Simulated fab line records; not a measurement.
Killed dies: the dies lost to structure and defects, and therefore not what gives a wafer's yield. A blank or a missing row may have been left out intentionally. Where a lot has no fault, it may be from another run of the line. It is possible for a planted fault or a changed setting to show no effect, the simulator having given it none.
fab line records	flow berkeley_cmos170	part 1 of 2: steps 1 to 37 of 43
record lots=7	wafers=21	last_day=13
route steps=331 shown BACKSIDE@202 SDANNEAL@204 PSD@206 NSD@207 PLDD@208 NLDD@209 SILICIDE@210 CONTACT@216 M1@238 M3@331
lots that met no fault: taken from a fault-free run of the same line
start_h: hours from the record's first day to the start of the lot's first wafer shown	wait_h: hours from the lot's prior step to this one	" identical to the entry in the row above	L1.1+2: a row that stands for several wafers	- no value, or no start was given	* or withheld: withheld	< > ~ a bound
route shown NAME@n: a module of which the file shows steps, and the number in the route of the first	usual: mean/standard deviation taken from wafers without a fault	same: alike in all rows	chamber/n: place in a boat	sites: readings site by site	_std_site: standard deviation across them	_edge_site: outer sites' mean less inner sites'	radius_mm: for every site, how far away it sits from the centre of the wafer	mask NAME#n: copy n	behind: the tool/chamber that last shaped the wafer	hold: why the lot was held/for how many hours/how that ended	device: the transistor (n, p or np) that didn't switch	end of line: the tests these same wafers got at the end of their route	a step with no rows: only its recipe	killed: at the first sort, the dies lost to defects and structure; wafer yield is something else	map: a wafer's dies, marking killed ones x, the rest . and places with no die _
set.NAME: the setting the step ran with; set.NAME@STEP: the setting that earlier step ran with	model.NAME: the simulator's own value behind a step, which no gauge read
certain route steps with their lots: each step a table, each wafer a row
services: the hour from which a tool's chamber was out of use, counted from the record's first day as start_h (under 0 if before that day), plus the number of hours and why
## steps
# step UCB170_BACKSIDE_STRIP_03
# recipe chemistry=O2	power_w=400	pressure_mtorr=3500	platen_temp_c=withheld	o2_flow_sccm=400	overash_fraction=0.5
# usual drypump_motor_current_A=5.8/0.37	oes_product_au=0.735/0.0047	strip_time_to_endpoint_s=22.00/0.055
lot.wafer	tool	chamber	start_h	wait_h	drypump_motor_current_A	oes_product_au	rf_hours_counter_h	strip_time_to_endpoint_s
L681.2	plasma_asher-01	0	180.90	0.1	6.0	0.730	48	22.14
L681.4	"	1	"	"	6.0	0.736	-	22.06
L681.5	"	1	"	"	6.0	0.729	-	22.03
L687.2	plasma_asher-04	1	198.12	0.1	6.0	0.743	40	22.02
L687.3	"	1	"	"	6.0	0.736	-	21.99
L687.5	"	0	"	"	5.6	0.733	-	22.08
L693.2	plasma_asher-01	1	238.79	0.1	6.0	0.733	54	21.96
L693.3	"	0	"	"	6.0	0.727	-	22.02
L693.4	"	1	"	"	6.0	0.735	-	21.91
L692.1	plasma_asher-01	0	238.98	0.1	5.9	0.735	54	22.08
L692.2	"	1	"	"	6.0	0.731	54	22.10
L692.4	"	1	"	"	6.0	0.729	-	22.00
L697.1	plasma_asher-01	0	258.56	0.1	6.0	0.731	57	22.03
L697.3	"	1	"	"	6.0	0.736	-	22.03
L697.6	"	1	"	"	6.0	0.724	-	22.01
L694.1	plasma_asher-01	0	258.95	0.1	6.0	0.737	57	21.94
L694.2	"	1	"	"	6.0	0.738	57	21.96
L694.4	"	1	"	"	6.0	0.728	-	22.01
L701.1	plasma_asher-01	0	273.91	0.1	6.0	0.739	59	21.97
L701.3	"	1	"	"	6.0	0.738	-	22.03
L701.4	"	0	"	"	6.0	0.727	-	22.04
# step UCB170_BACKSIDE_CLEAN_04
# recipe chemistry=SPM	temp_c=120	time_s=600
# step UCB170_SDANNEAL_RTA_00
# recipe temp_c=900	time_s=10	ambient=N2
# usual lamp_power_pct=26.2/1.5	wafer_temp_C_max=904.4/1.6
lot.wafer	tool	chamber	start_h	wait_h	lamp_power_pct	wafer_temp_C_max
L681.2	rtp_anneal-02	0	181.18	0.0	27.6	905.1
L681.4	"	0	"	"	27.6	906.3
L681.5	"	0	"	"	27.6	904.8
L687.2	rtp_anneal-02	0	199.82	0.0	27.5	905.2
L687.3	"	0	"	"	27.5	906.8
L687.5	"	0	"	"	27.5	905.2
L693.2	rtp_anneal-01	0	239.09	0.0	24.6	903.3
L693.3	"	0	"	"	24.6	902.3
L693.4	"	0	"	"	24.6	903.6
L692.1	rtp_anneal-02	0	239.25	0.0	27.5	905.8
L692.2	"	0	"	"	27.6	906.2
L692.4	"	0	"	"	27.6	904.7
L697.1	rtp_anneal-01	0	258.85	0.0	24.6	903.6
L697.3	"	0	"	"	24.6	903.8
L697.6	"	0	"	"	24.6	903.0
L694.1	rtp_anneal-02	0	259.22	0.0	27.6	905.0
L694.2	"	0	"	"	27.5	905.5
L694.4	"	0	"	"	27.5	905.8
L701.1	rtp_anneal-02	0	274.41	0.0	27.6	903.9
L701.3	"	0	"	"	27.6	905.8
L701.4	"	0	"	"	27.6	906.2
# step UCB170_SDANNEAL_RTA_01
# recipe temp_c=1050	time_s=5	ambient=N2
# step UCB170_SDANNEAL_RS_MEAS_02
# recipe thk_meas_gauge=four-point-probe
# usual PSD_RS=75.63/0.28
lot.wafer	tool	chamber	start_h	wait_h	PSD_RS[ohm/sq]
L681.2	film_metro-02	-	181.32	0.1	75.24
L681.4	"	-	"	"	75.54
L681.5	"	-	"	"	75.40
L687.2	film_metro-03	-	199.96	0.1	75.90
L687.3	"	-	"	"	76.22
L687.5	"	-	"	"	75.76
L693.2	film_metro-01	-	239.22	0.1	75.58
L693.3	"	-	"	"	75.70
L693.4	"	-	"	"	76.06
L692.1	film_metro-03	-	239.38	0.0	75.43
L692.2	"	-	"	"	75.47
L692.4	"	-	"	"	75.60
L697.1	film_metro-02	-	258.97	0.0	75.85
L697.3	"	-	"	"	75.92
L697.6	"	-	"	"	75.97
L694.1	film_metro-01	-	259.35	0.0	75.55
L694.2	"	-	"	"	75.36
L694.4	"	-	"	"	75.48
L701.1	film_metro-03	-	274.54	0.0	75.16
L701.3	"	-	"	"	75.27
L701.4	"	-	"	"	75.48
# step UCB170_SDANNEAL_RS_MEAS_03
# recipe thk_meas_gauge=four-point-probe
# usual NSD_RS=37.27/0.09
lot.wafer	tool	chamber	start_h	wait_h	NSD_RS[ohm/sq]
L681.2	film_metro-02	-	181.44	0.1	37.22
L681.4	"	-	"	"	37.32
L681.5	"	-	"	"	37.40
L687.2	film_metro-03	-	200.08	0.1	37.20
L687.3	"	-	"	"	37.32
L687.5	"	-	"	"	37.18
L693.2	film_metro-01	-	239.34	0.1	37.39
L693.3	"	-	"	"	37.30
L693.4	"	-	"	"	37.34
L692.1	film_metro-03	-	239.50	0.1	37.39
L692.2	"	-	"	"	37.51
L692.4	"	-	"	"	37.41
L697.1	film_metro-02	-	259.09	0.1	37.27
L697.3	"	-	"	"	37.18
L697.6	"	-	"	"	37.35
L694.1	film_metro-01	-	259.47	0.1	37.28
L694.2	"	-	"	"	37.21
L694.4	"	-	"	"	37.33
L701.1	film_metro-03	-	274.66	0.1	37.27
L701.3	"	-	"	"	37.38
L701.4	"	-	"	"	37.28
# step UCB170_SDANNEAL_RS_MEAS_04
# recipe thk_meas_gauge=four-point-probe
# usual PLDD_RS=1032.3/2.5
lot.wafer	tool	chamber	start_h	wait_h	PLDD_RS[ohm/sq]
L681.2	film_metro-02	-	181.56	0.1	1030.4
L681.4	"	-	"	"	1030.9
L681.5	"	-	"	"	1031.2
L687.2	film_metro-03	-	200.20	0.1	1032.7
L687.3	"	-	"	"	1035.2
L687.5	"	-	"	"	1029.7
L693.2	film_metro-01	-	239.46	0.1	1032.3
L693.3	"	-	"	"	1031.0
L693.4	"	-	"	"	1030.8
L692.1	film_metro-03	-	239.62	0.1	1032.0
L692.2	"	-	"	"	1032.6
L692.4	"	-	"	"	1030.0
L697.1	film_metro-02	-	259.21	0.1	1031.0
L697.3	"	-	"	"	1031.1
L697.6	"	-	"	"	1029.9
L694.1	film_metro-01	-	259.59	0.1	1031.0
L694.2	"	-	"	"	1032.3
L694.4	"	-	"	"	1030.3
L701.1	film_metro-03	-	274.78	0.1	1030.2
L701.3	"	-	"	"	1028.7
L701.4	"	-	"	"	1028.7
# step UCB170_SDANNEAL_RS_MEAS_05
# recipe thk_meas_gauge=four-point-probe
# usual NLDD_RS=617.2/1.3
lot.wafer	tool	chamber	start_h	wait_h	NLDD_RS[ohm/sq]
L681.2	film_metro-02	-	181.68	0.1	617.0
L681.4	"	-	"	"	617.1
L681.5	"	-	"	"	617.1
L687.2	film_metro-03	-	200.32	0.1	615.3
L687.3	"	-	"	"	614.8
L687.5	"	-	"	"	614.8
L693.2	film_metro-01	-	239.58	0.1	616.1
L693.3	"	-	"	"	616.0
L693.4	"	-	"	"	617.3
L692.1	film_metro-03	-	239.74	0.1	615.7
L692.2	"	-	"	"	616.3
L692.4	"	-	"	"	617.1
L697.1	film_metro-02	-	259.33	0.1	619.1
L697.3	"	-	"	"	616.5
L697.6	"	-	"	"	615.4
L694.1	film_metro-01	-	259.71	0.1	617.2
L694.2	"	-	"	"	616.5
L694.4	"	-	"	"	617.2
L701.1	film_metro-03	-	274.90	0.1	618.0
L701.3	"	-	"	"	617.4
L701.4	"	-	"	"	615.3
# step UCB170_SILICIDE_PRE_CLEAN_00
# recipe gas=Ar	preclean_etch_time_s=60
# step UCB170_SILICIDE_SPUTTER_01
# recipe material=Ti	target_thk_nm=30	time_s=25	power_w=1500	chamber_pressure_pa=0.5
# step UCB170_SILICIDE_RS_MEAS_02
# recipe thk_meas_gauge=four-point-probe	reads=Ti_of_SILICIDE_SPUTTER_01
# usual SILICIDE_TI_RS=26.2/0.41
lot.wafer	tool	chamber	start_h	wait_h	SILICIDE_TI_RS[ohm/sq]
L681.2	film_metro-02	-	181.98	0.1	26.5
L681.4	"	-	"	"	26.6
L681.5	"	-	"	"	26.4
L687.2	film_metro-04	-	200.54	0.0	25.6
L687.3	"	-	"	"	26.1
L687.5	"	-	"	"	26.1
L693.2	film_metro-04	-	239.80	0.0	26.1
L693.3	"	-	"	"	26.7
L693.4	"	-	"	"	26.7
L692.1	film_metro-01	-	239.95	0.0	26.4
L692.2	"	-	"	"	26.1
L692.4	"	-	"	"	26.7
L697.1	film_metro-02	-	259.55	0.0	25.6
L697.3	"	-	"	"	25.6
L697.6	"	-	"	"	25.7
L694.1	film_metro-02	-	259.93	0.0	25.5
L694.2	"	-	"	"	26.3
L694.4	"	-	"	"	25.8
L701.1	film_metro-04	-	275.11	0.0	25.7
L701.3	"	-	"	"	25.7
L701.4	"	-	"	"	26.3
# step UCB170_SILICIDE_THK_MEAS_03
# recipe thk_meas_gauge=xrf	reads=Ti_of_SILICIDE_SPUTTER_01
# usual SILICIDE_TI_THK=29.6/0.39
lot.wafer	tool	chamber	start_h	wait_h	SILICIDE_TI_THK[nm]
L681.2	film_metro-02	-	182.09	0.1	29.5
L681.4	"	-	"	"	29.5
L681.5	"	-	"	"	29.6
L687.2	film_metro-04	-	200.65	0.1	30.1
L687.3	"	-	"	"	29.8
L687.5	"	-	"	"	29.6
L693.2	film_metro-04	-	239.91	0.1	29.7
L693.3	"	-	"	"	29.1
L693.4	"	-	"	"	29.1
L692.1	film_metro-01	-	240.07	0.1	29.4
L692.2	"	-	"	"	29.6
L692.4	"	-	"	"	29.0
L697.1	film_metro-02	-	259.67	0.1	30.2
L697.3	"	-	"	"	30.2
L697.6	"	-	"	"	30.1
L694.1	film_metro-02	-	260.05	0.1	30.2
L694.2	"	-	"	"	29.5
L694.4	"	-	"	"	30.0
L701.1	film_metro-04	-	275.23	0.1	30.0
L701.3	"	-	"	"	30.0
L701.4	"	-	"	"	29.4
# step UCB170_SILICIDE_RTA_04
# recipe temp_c=650	time_s=15	ambient=N2
# usual lamp_power_pct=11.1/0.63	wafer_temp_C_max=653.0/1.2
lot.wafer	tool	chamber	start_h	wait_h	lamp_power_pct	wafer_temp_C_max
L681.2	rtp_anneal-02	0	182.15	0.1	11.8	653.5
L681.4	"	0	"	"	11.8	653.9
L681.5	"	0	"	"	11.8	653.9
L687.2	rtp_anneal-01	0	200.71	0.1	10.6	652.5
L687.3	"	0	"	"	10.5	652.6
L687.5	"	0	"	"	10.5	652.8
L693.2	rtp_anneal-01	0	239.97	0.1	10.6	651.8
L693.3	"	0	"	"	10.5	651.9
L693.4	"	0	"	"	10.6	651.8
L692.1	rtp_anneal-02	0	240.13	0.1	12.1	654.2
L692.2	"	0	"	"	12.1	654.8
L692.4	"	0	"	"	12.1	654.1
L697.1	rtp_anneal-02	0	259.73	0.1	12.1	654.0
L697.3	"	0	"	"	12.1	653.8
L697.6	"	0	"	"	12.1	653.6
L694.1	rtp_anneal-02	0	260.11	0.1	12.1	652.9
L694.2	"	0	"	"	12.1	653.6
L694.4	"	0	"	"	12.1	653.4
L701.1	rtp_anneal-01	0	275.29	0.1	10.6	653.0
L701.3	"	0	"	"	10.5	651.3
L701.4	"	0	"	"	10.5	652.2
# step UCB170_SILICIDE_WET_ETCH_05
# recipe chemistry=SPM	time_s=45	temp_c=120	target=Ti
# step UCB170_CONTACT_CLEAN_00
# recipe chemistry=SPM	temp_c=120	time_s=600
# step UCB170_CONTACT_CVD_01
# recipe material=PSG	target_thk_nm=700	temp_c=450	precursor=SiH4/O2/PH3	time_s=2820	pressure_mtorr=300	sih4_flow_sccm=60	o2_flow_sccm=90	ph3_flow_sccm=25
# step UCB170_CONTACT_THK_MEAS_02
# recipe reads=PSG_of_CONTACT_CVD_01
# usual CONTACT_PSG_THK=705/7.3
lot.wafer	tool	chamber	start_h	wait_h	CONTACT_PSG_THK[nm]
L681.2	film_metro-03	-	185.33	0.0	703
L681.4	"	-	"	"	699
L681.5	"	-	"	"	700
L687.2	film_metro-02	-	203.67	0.0	711
L687.3	"	-	"	"	708
L687.5	"	-	"	"	715
L692.1	film_metro-04	-	242.22	0.0	708
L692.2	"	-	"	"	710
L692.4	"	-	"	"	711
L693.2	film_metro-02	-	242.23	0.0	705
L693.3	"	-	"	"	711
L693.4	"	-	"	"	701
L694.1	film_metro-02	-	263.46	0.0	698
L694.2	"	-	"	"	696
L694.4	"	-	"	"	694
L697.1	film_metro-04	-	263.46	0.0	716
L697.3	"	-	"	"	710
L697.6	"	-	"	"	704
L701.1	film_metro-03	-	279.37	0.0	700
L701.3	"	-	"	"	704
L701.4	"	-	"	"	701
# step UCB170_CONTACT_HMDS_03
# recipe prime_time_s=60	prime_temp_c=100
# step UCB170_CONTACT_COAT_04
# recipe resist=KrF	spin_rpm=1500	resist_thk_nm=900
# step UCB170_CONTACT_SOFTBAKE_05
# recipe resist=KrF	temp_c=130	time_s=60
# step UCB170_CONTACT_STRIP_06
# recipe chemistry=O2	power_w=400	pressure_mtorr=3500	platen_temp_c=withheld	o2_flow_sccm=400	overash_fraction=0.5
# step UCB170_CONTACT_CLEAN_07
# recipe chemistry=SPM	temp_c=120	time_s=600
# step UCB170_CONTACT_RTA_08
# recipe temp_c=900	time_s=10	ambient=N2
# usual lamp_power_pct=26.0/1.5	wafer_temp_C_max=904.1/1.7
lot.wafer	tool	chamber	start_h	wait_h	lamp_power_pct	wafer_temp_C_max
L681.2	rtp_anneal-02	0	186.22	0.0	27.5	905.5
L681.4	"	0	"	"	27.6	907.1
L681.5	"	0	"	"	27.6	904.6
L687.2	rtp_anneal-02	0	205.02	0.0	27.6	904.5
L687.3	"	0	"	"	27.5	903.9
L687.5	"	0	"	"	27.6	905.8
L693.2	rtp_anneal-01	0	243.38	0.0	24.6	901.5
L693.3	"	0	"	"	24.6	902.2
L693.4	"	0	"	"	24.6	902.9
L692.1	rtp_anneal-02	0	243.82	0.0	27.6	907.4
L692.2	"	0	"	"	27.6	905.6
L692.4	"	0	"	"	27.5	907.0
L694.1	rtp_anneal-02	0	264.34	0.0	27.6	905.2
L694.2	"	0	"	"	27.6	905.0
L694.4	"	0	"	"	27.6	906.9
L697.1	rtp_anneal-02	0	264.52	0.0	27.5	906.8
L697.3	"	0	"	"	27.6	908.8
L697.6	"	0	"	"	27.6	906.4
L701.1	rtp_anneal-02	0	280.36	0.0	27.5	904.8
L701.3	"	0	"	"	27.6	905.8
L701.4	"	0	"	"	27.6	905.1
# step UCB170_CONTACT_COAT_09
# recipe resist=BARC	temp_c=withheld	time_s=withheld	spin_rpm=3000	resist_thk_nm=withheld
# step UCB170_CONTACT_COAT_10
# recipe resist=KrF	spin_rpm=1500	resist_thk_nm=900
# step UCB170_CONTACT_SOFTBAKE_11
# recipe resist=KrF	temp_c=130	time_s=60
# step UCB170_CONTACT_EXPOSE_12
# recipe mask_id=CONT	target_cd_nm=700	na=0.5	sigma_outer=0.6	source_shape=conventional	dose_mj=35
# step UCB170_CONTACT_PEB_13
# recipe peb_temp_c=130	peb_time_s=withheld	resist=KrF
# step UCB170_CONTACT_DEVELOP_14
# recipe developer=TMAH	develop_time_s=45	resist=KrF	dev_temp_c=21
# step UCB170_CONTACT_CD_MEAS_15
# recipe target_cd_nm=700
# usual cd_nm=700.4/1.4
lot.wafer	tool	chamber	start_h	wait_h	cd_nm
L681.2	cd_sem-01	-	187.85	-	698.4
L681.4	"	-	"	"	698.3
L681.5	"	-	"	"	698.2
L687.2	cd_sem-01	-	206.06	-	701.5
L687.3	"	-	"	"	700.4
L687.5	"	-	"	"	701.4
L693.2	cd_sem-02	-	244.84	-	696.5
L693.3	"	-	"	"	698.9
L693.4	"	-	"	"	697.2
L692.1	cd_sem-02	-	245.58	-	699.3
L692.2	"	-	"	"	699.9
L692.4	"	-	"	"	699.1
L694.1	cd_sem-02	-	265.75	-	700.7
L694.2	"	-	"	"	701.4
L694.4	"	-	"	"	700.9
L697.1	cd_sem-01	-	266.34	-	699.5
L697.3	"	-	"	"	699.0
L697.6	"	-	"	"	700.5
L701.1	cd_sem-01	-	282.43	-	701.0
L701.3	"	-	"	"	699.6
L701.4	"	-	"	"	699.2
# step UCB170_CONTACT_OVL_MEAS_16
# usual CONTACT_OVL=0/5.2
lot.wafer	tool	chamber	start_h	wait_h	CONTACT_OVL[nm]
L681.2	overlay-01	-	187.95	0.1	0
L681.4	"	-	"	"	-8
L681.5	"	-	"	"	-3
L687.2	overlay-01	-	206.17	0.1	0
L687.3	"	-	"	"	-12
L687.5	"	-	"	"	-4
L693.2	overlay-02	-	244.94	0.1	-5
L693.3	"	-	"	"	-1
L693.4	"	-	"	"	1
L692.1	overlay-01	-	245.70	0.1	-2
L692.2	"	-	"	"	4
L692.4	"	-	"	"	5
L694.1	overlay-01	-	265.87	0.1	4
L694.2	"	-	"	"	2
L694.4	"	-	"	"	1
L697.1	overlay-02	-	266.46	0.1	0
L697.3	"	-	"	"	-3
L697.6	"	-	"	"	2
L701.1	overlay-01	-	282.55	0.1	0
L701.3	"	-	"	"	5
L701.4	"	-	"	"	3
# step UCB170_CONTACT_ETCH_17
# recipe chemistry=N2/H2	target_depth_a=withheld	overetch_a=withheld	target=BARC	time_s=withheld	source_w=500	bias_w=100	pressure_mtorr=30	n2_flow_sccm=100	h2_flow_sccm=200
# usual drypump_motor_current_A=5.6/0.34	oes_product_au=1.004/0.016	throttle_valve_pct=13.35/0.23
lot.wafer	tool	chamber	start_h	wait_h	drypump_motor_current_A	oes_product_au	throttle_valve_pct
L681.2	rie_diel-01	0	187.98	0.0	5.0	1.004	13.24
L681.4	"	0	"	"	5.0	0.999	13.24
L681.5	"	2	"	"	5.4	0.997	13.49
L687.2	rie_diel-03	0	206.20	0.0	5.9	1.016	13.32
L687.3	"	2	"	"	5.6	1.028	12.85
L687.5	"	3	"	"	5.5	1.006	13.06
L693.2	rie_diel-02	0	244.97	0.0	5.8	1.023	13.40
L693.3	"	3	"	"	6.1	0.988	13.57
L693.4	"	1	"	"	5.4	1.001	13.31
L692.1	rie_diel-03	1	245.73	0.0	5.9	1.002	13.55
L692.2	"	0	"	"	5.9	1.014	13.31
L692.4	"	0	"	"	5.9	1.010	13.31
L694.1	rie_diel-01	1	265.91	0.0	5.7	1.012	13.71
L694.2	"	2	"	"	5.3	0.994	13.50
L694.4	"	0	"	"	5.0	1.000	13.24
L697.1	rie_diel-03	2	266.50	0.0	5.6	1.033	12.84
L697.3	"	3	"	"	5.6	0.987	13.09
L697.6	"	0	"	"	5.9	1.005	13.31
L701.1	rie_diel-01	3	282.59	0.0	5.3	0.976	13.11
L701.3	"	1	"	"	5.6	1.014	13.69
L701.4	"	0	"	"	5.0	0.994	13.25
# step UCB170_CONTACT_ETCH_18
# recipe chemistry=CHF3/CF4/Ar	target=PSG	stop_on=TiSi2	CHF3_flow_sccm=45	cf4_flow_sccm=15	Ar_flow_sccm=150	pressure_mtorr=200	rf_w=700	target_depth_a=8400	over_etch_frac=0.2	time_s=195
# usual drypump_motor_current_A=5.6/0.33	oes_product_au=0.896/0.013	throttle_valve_pct=6.95/0.14
lot.wafer	tool	chamber	start_h	wait_h	drypump_motor_current_A	oes_product_au	rf_hours_counter_h	throttle_valve_pct
L681.2	rie_diel-01	0	-	-	5.0	0.898	6	6.89
L681.4	"	0	"	"	5.0	0.905	-	6.88
L681.5	"	2	"	"	5.4	0.889	-	6.95
L687.2	rie_diel-03	0	-	-	5.9	0.909	21	6.91
L687.3	"	2	"	"	5.6	0.919	61	6.76
L687.5	"	3	"	"	5.5	0.892	-	6.74
L693.2	rie_diel-02	0	-	-	5.8	0.897	19	6.98
L693.3	"	3	"	"	6.1	0.901	10	7.09
L693.4	"	1	"	"	5.4	0.891	6	6.94
L692.1	rie_diel-03	1	-	-	5.9	0.893	13	7.09
L692.2	"	0	"	"	5.9	0.913	23	6.90
L692.4	"	0	"	"	6.0	0.922	-	6.89
L694.1	rie_diel-01	1	-	-	5.6	0.903	94	7.22
L694.2	"	2	"	"	5.3	0.876	9	6.97
L694.4	"	0	"	"	5.0	0.884	9	6.90
L697.1	rie_diel-03	2	-	-	5.6	0.921	62	6.73
L697.3	"	3	"	"	5.6	0.884	100	6.74
L697.6	"	0	"	"	5.9	0.906	-	6.89
L701.1	rie_diel-01	3	-	-	5.3	0.873	3	6.88
L701.3	"	1	"	"	5.6	0.901	95	7.21
L701.4	"	0	"	"	5.0	0.897	10	6.89
# step UCB170_CONTACT_STRIP_19
# recipe chemistry=O2	power_w=400	pressure_mtorr=3500	platen_temp_c=withheld	o2_flow_sccm=400	overash_fraction=0.5
# step UCB170_CONTACT_CD_MEAS_90
# recipe target_cd_nm=700
# usual cd_nm=700.3/1.5
lot.wafer	tool	chamber	start_h	wait_h	cd_nm
L681.2	cd_sem-02	-	188.27	0.1	697.1
L681.4	"	-	"	"	697.4
L681.5	"	-	"	"	697.6
L687.2	cd_sem-02	-	206.49	0.1	702.2
L687.3	"	-	"	"	700.3
L687.5	"	-	"	"	701.5
L693.2	cd_sem-01	-	245.26	0.1	696.8
L693.3	"	-	"	"	698.1
L693.4	"	-	"	"	697.7
L692.1	cd_sem-02	-	246.00	0.1	698.0
L692.2	"	-	"	"	700.4
L692.4	"	-	"	"	699.7
L694.1	cd_sem-01	-	266.17	0.1	702.6
L694.2	"	-	"	"	701.7
L694.4	"	-	"	"	701.7
L697.1	cd_sem-02	-	266.76	0.1	700.1
L697.3	"	-	"	"	699.6
L697.6	"	-	"	"	700.8
L701.1	cd_sem-01	-	282.85	0.1	700.4
L701.3	"	-	"	"	701.1
L701.4	"	-	"	"	699.2
# step UCB170_CONTACT_CLEAN_20
# recipe chemistry=SPM	temp_c=120	time_s=600
# step UCB170_M1_SPUTTER_00
# recipe material=Al	target_thk_nm=600	time_s=80	power_w=6000	chamber_pressure_pa=0.5
